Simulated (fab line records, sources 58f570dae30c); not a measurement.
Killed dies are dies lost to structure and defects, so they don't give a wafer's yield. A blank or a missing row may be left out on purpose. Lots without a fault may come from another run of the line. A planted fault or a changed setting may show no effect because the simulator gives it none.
Which tool did it? | flow berkeley_cmos170 | 15 lots, 45 wafers sampled, at 6 steps of a route of 331

WHAT THE GAUGES READ, wafer by wafer
UCB170_V1_OVL_MEAS_13.
lot  | measured     | on         | V1_OVL (nm)
L891 | day 8 14:28  | overlay-01 | -3 4 15
L890 | day 8 17:02  | overlay-02 | -5 -5 -7
L892 | day 9 02:48  | overlay-02 | 3 2 9
L893 | day 9 03:17  | overlay-01 | -1 -6 -3
L895 | day 9 16:51  | overlay-01 | 2 -3 -3
L898 | day 10 00:46 | overlay-01 | -1 7 4
L896 | day 10 00:48 | overlay-02 | 2 -3 5
L902 | day 11 03:46 | overlay-01 | -7 -2 3
L903 | day 11 05:26 | overlay-02 | -2 -1 -10
L905 | day 11 10:21 | overlay-02 | -9 -12 -8
L908 | day 11 15:35 | overlay-02 | 3 0 2
L907 | day 11 17:21 | overlay-02 | 4 -8 -6
L909 | day 12 01:10 | overlay-02 | 5 -8 -6
L910 | day 12 12:34 | overlay-02 | -4 -1 11
L912 | day 12 14:17 | overlay-02 | -10 -9 -2

UCB170_M2_CD_MEAS_90: target cd 700 nm.
lot  | measured     | on        | cd_nm (nm)
L891 | day 8 17:41  | cd_sem-02 | 703.3 698.8 696.5
L890 | day 8 20:46  | cd_sem-02 | 703.3 697.1 696.8
L892 | day 9 06:31  | cd_sem-01 | 697.4 695.2 695.4
L893 | day 9 06:47  | cd_sem-01 | 700.1 700.4 700.5
L895 | day 9 20:32  | cd_sem-01 | 696.9 700.1 698.8
L898 | day 10 03:57 | cd_sem-02 | 699.8 702.5 698.7
L896 | day 10 04:16 | cd_sem-01 | 695.9 700.7 697.7
L902 | day 11 06:35 | cd_sem-01 | 699.9 699.0 702.6
L903 | day 11 08:26 | cd_sem-02 | 717.6 720.1 722.0
L905 | day 11 14:23 | cd_sem-02 | 722.6 723.6 720.7
L908 | day 11 19:20 | cd_sem-01 | 700.0 699.6 699.3
L907 | day 11 21:22 | cd_sem-02 | 719.0 718.8 719.2
L909 | day 12 04:11 | cd_sem-02 | 701.3 696.2 698.8
L910 | day 12 15:35 | cd_sem-02 | 706.1 705.5 704.6
L912 | day 12 17:14 | cd_sem-02 | 704.7 701.8 702.8

UCB170_V2_THK_MEAS_01.
lot  | measured     | on            | V2_TEOS_THK (nm)
L891 | day 8 17:58  | film_metro-02 | 1976 1978 1998
L890 | day 8 21:01  | film_metro-02 | 1973 2055 2011
L892 | day 9 06:47  | film_metro-02 | 2009 2005 2005
L893 | day 9 07:03  | film_metro-01 | 2034 2041 2022
L895 | day 9 20:48  | film_metro-01 | 2018 1991 2022
L898 | day 10 04:18 | film_metro-03 | 2022 2009 2048
L896 | day 10 04:31 | film_metro-02 | 1990 2033 2021
L902 | day 11 06:52 | film_metro-01 | 1940 1975 1999
L908 | day 11 19:35 | film_metro-01 | 2051 2009 2006
L909 | day 12 04:28 | film_metro-03 | 2006 1996 2040
L910 | day 12 15:52 | film_metro-01 | 1976 2003 2043
L912 | day 12 17:30 | film_metro-03 | 1970 2035 2029

WHICH TOOL RAN EACH LOT (tool, then ch and the chambers of the sampled wafers, then the start)
lot  | UCB170_M2_SPUTTER_01         | UCB170_M2_METAL_ETCH_18           | UCB170_M2_STRIP_19
L891 | pvd_sputter-02, day 8 14:58  | rie_metal-01 ch 0,1, day 8 17:22  | plasma_asher-02 ch 0,1, day 8 17:34
L890 | pvd_sputter-01, day 8 17:36  | rie_metal-04 ch 0,1, day 8 20:27  | plasma_asher-03 ch 0,1, day 8 20:38
L892 | pvd_sputter-03, day 9 03:18  | rie_metal-01 ch 0,1, day 9 06:13  | plasma_asher-02 ch 0,1, day 9 06:24
L893 | pvd_sputter-02, day 9 03:47  | rie_metal-02 ch 0,1, day 9 06:29  | plasma_asher-01 ch 0,1, day 9 06:41
L895 | pvd_sputter-03, day 9 17:21  | rie_metal-01 ch 1, day 9 20:13    | plasma_asher-02 ch 0,1, day 9 20:25
L898 | pvd_sputter-02, day 10 01:16 | rie_metal-02 ch 0,1, day 10 03:40 | plasma_asher-03 ch 0,1, day 10 03:51
L896 | pvd_sputter-01, day 10 01:23 | rie_metal-01 ch 0,1, day 10 04:00 | plasma_asher-03 ch 0,1, day 10 04:10
L902 | pvd_sputter-01, day 11 04:16 | rie_metal-04 ch 0,1, day 11 06:18 | plasma_asher-02 ch 0,1, day 11 06:29
L903 | pvd_sputter-02, day 11 05:55 | rie_metal-01 ch 0,1, day 11 08:07 | plasma_asher-03 ch 1, day 11 08:19
L905 | pvd_sputter-02, day 11 10:50 | rie_metal-01 ch 0,1, day 11 14:06 | plasma_asher-03 ch 0,1, day 11 14:15
L908 | pvd_sputter-01, day 11 16:04 | rie_metal-02 ch 0, day 11 18:59   | plasma_asher-02 ch 0,1, day 11 19:13
L907 | pvd_sputter-02, day 11 17:50 | rie_metal-01 ch 0,1, day 11 21:06 | plasma_asher-02 ch 0,1, day 11 21:16
L909 | pvd_sputter-01, day 12 01:40 | rie_metal-02 ch 0, day 12 03:43   | plasma_asher-02 ch 0,1, day 12 04:05
L910 | pvd_sputter-03, day 12 13:04 | rie_metal-04 ch 0, day 12 15:07   | plasma_asher-03 ch 0, day 12 15:29
L912 | pvd_sputter-02, day 12 14:47 | rie_metal-02 ch 0,1, day 12 16:56 | plasma_asher-02 ch 0,1, day 12 17:07
- UCB170_M2_SPUTTER_01: material Al, target thk 900 nm, time 120 s.
- UCB170_M2_METAL_ETCH_18: etches Al in Cl2/BCl3, stops on SiO2, target depth 1170 nm, time 195 s.
- UCB170_M2_STRIP_19: strips in O2.

WHAT THE TOOLS THEMSELVES READ (means of the sampled wafers that have a number; where no wafer has one, the mark that the record gives instead)
UCB170_M2_SPUTTER_01.
lot  | tool           | throttle_valve_pct (%)
L891 | pvd_sputter-02 | 31.2
L890 | pvd_sputter-01 | 31.4
L892 | pvd_sputter-03 | 29.9
L893 | pvd_sputter-02 | 30.9
L895 | pvd_sputter-03 | 29.8
L898 | pvd_sputter-02 | 31.3
L896 | pvd_sputter-01 | 30.2
L902 | pvd_sputter-01 | 31.4
L903 | pvd_sputter-02 | 30.6
L905 | pvd_sputter-02 | 31.1
L908 | pvd_sputter-01 | 31.7
L907 | pvd_sputter-02 | 30.5
L909 | pvd_sputter-01 | 31.0
L910 | pvd_sputter-03 | 29.9
L912 | pvd_sputter-02 | 30.8

UCB170_M2_METAL_ETCH_18.
lot  | tool         | bias_w (W) | drypump_motor_current_A (A) | oes_product_au (a.u.) | rf_fwd_power_W (W) | throttle_valve_pct (%)
L891 | rie_metal-01 | 120.0      | 5.9                         | 0.867                 | 595.4              | 24.47
L890 | rie_metal-04 | 120.1      | 5.0                         | 0.855                 | 599.5              | 24.07
L892 | rie_metal-01 | 120.0      | 5.9                         | 0.869                 | 597.3              | 24.47
L893 | rie_metal-02 | 120.0      | 5.5                         | 0.860                 | 597.0              | 24.22
L895 | rie_metal-01 | 120.0      | 5.6                         | 0.888                 | 598.3              | 24.67
L898 | rie_metal-02 | 120.0      | 5.5                         | 0.849                 | 596.1              | 24.22
L896 | rie_metal-01 | 120.0      | 6.1                         | 0.866                 | 596.7              | 24.28
L902 | rie_metal-04 | 119.9      | 5.1                         | 0.864                 | 599.7              | 23.97
L903 | rie_metal-01 | 120.3      | 6.1                         | 0.799                 | 358.0              | 24.31
L905 | rie_metal-01 | 119.9      | 5.9                         | 0.792                 | 355.8              | 24.50
L908 | rie_metal-02 | 119.7      | 5.6                         | 0.848                 | 598.5              | 24.11
L907 | rie_metal-01 | 120.1      | 5.9                         | 0.799                 | 356.8              | 24.50
L909 | rie_metal-02 | 119.6      | 5.6                         | 0.846                 | 599.0              | 24.11
L910 | rie_metal-04 | 120.1      | 5.2                         | 0.862                 | 597.7              | 23.86
L912 | rie_metal-02 | 119.7      | 5.5                         | 0.854                 | 598.4              | 24.42

UCB170_M2_STRIP_19.
lot  | tool            | drypump_motor_current_A (A) | oes_product_au (a.u.)
L891 | plasma_asher-02 | 5.76                        | 0.529
L890 | plasma_asher-03 | 5.65                        | 0.526
L892 | plasma_asher-02 | 5.76                        | 0.521
L893 | plasma_asher-01 | 5.93                        | 0.523
L895 | plasma_asher-02 | 5.76                        | 0.544
L898 | plasma_asher-03 | 5.49                        | 0.524
L896 | plasma_asher-03 | 5.67                        | 0.522
L902 | plasma_asher-02 | 5.77                        | 0.537
L903 | plasma_asher-03 | 5.86                        | 0.721
L905 | plasma_asher-03 | 5.51                        | 0.722
L908 | plasma_asher-02 | 5.89                        | 0.520
L907 | plasma_asher-02 | 5.90                        | 0.720
L909 | plasma_asher-02 | 5.76                        | 0.529
L910 | plasma_asher-03 | 5.32                        | 0.557
L912 | plasma_asher-02 | 5.88                        | 0.539

THE ANSWER, worked out from the rows above alone
Rule: what is usual is taken from the lots themselves. Put in order of their means at a reading, lots are off if they are a third of the lots or fewer, leave a main group of 4 or more, and stand apart from it by a gap of 3 or more times the standard deviation of the main group's means; of several such gaps the widest counts. A main group whose means are all the same, to the digits that the tables above print for the reading, isn't used. A lot without any number at a reading at which 4 lots or more have one is off too. The other lots that the step has rows for count as sound. The gauges are gone through in route order, then the tools' own readings, and for those a lot's mean is taken as printed above. The first step at which some lot is off is used, and at that step the reading that is off furthest; a lot without a number counts as furthest.
Off: L903, L905, L907, at UCB170_M2_CD_MEAS_90 (cd_nm). The main group: mean 699.9 nm, standard deviation 2.3.
A tool fits if, at a process step before that reading, it ran every lot that is off, and no sound lot after the first of them. The gauges at UCB170_M2_CD_MEAS_90 aren't tried: what is off there is off at UCB170_M2_METAL_ETCH_18 too, on other tools, and a gauge's error can't cause that. One fits: rie_metal-01 at UCB170_M2_METAL_ETCH_18. Its last sound lot is L896 (day 10 04:00), its first lot that is off L903 (day 11 08:07): a fault that began between those two fits.
The tool's own readings at UCB170_M2_METAL_ETCH_18 bear it out: on the lots that are off they differ by more than 5 times the standard deviation of the sound lots' means. oes_product_au reads 0.797 a.u. there against 0.861 a.u. on the sound lots; rf_fwd_power_W reads 356.9 W there against 597.8 W on the sound lots.

WHAT THE SIMULATOR HAD PUT IN
Process parameter drift: rie_metal-01, from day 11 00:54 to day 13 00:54, at UCB170_M2_METAL_ETCH_18. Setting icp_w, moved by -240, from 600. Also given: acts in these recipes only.
Lots struck among those shown: L903, L905, L907. The rule above found the same.
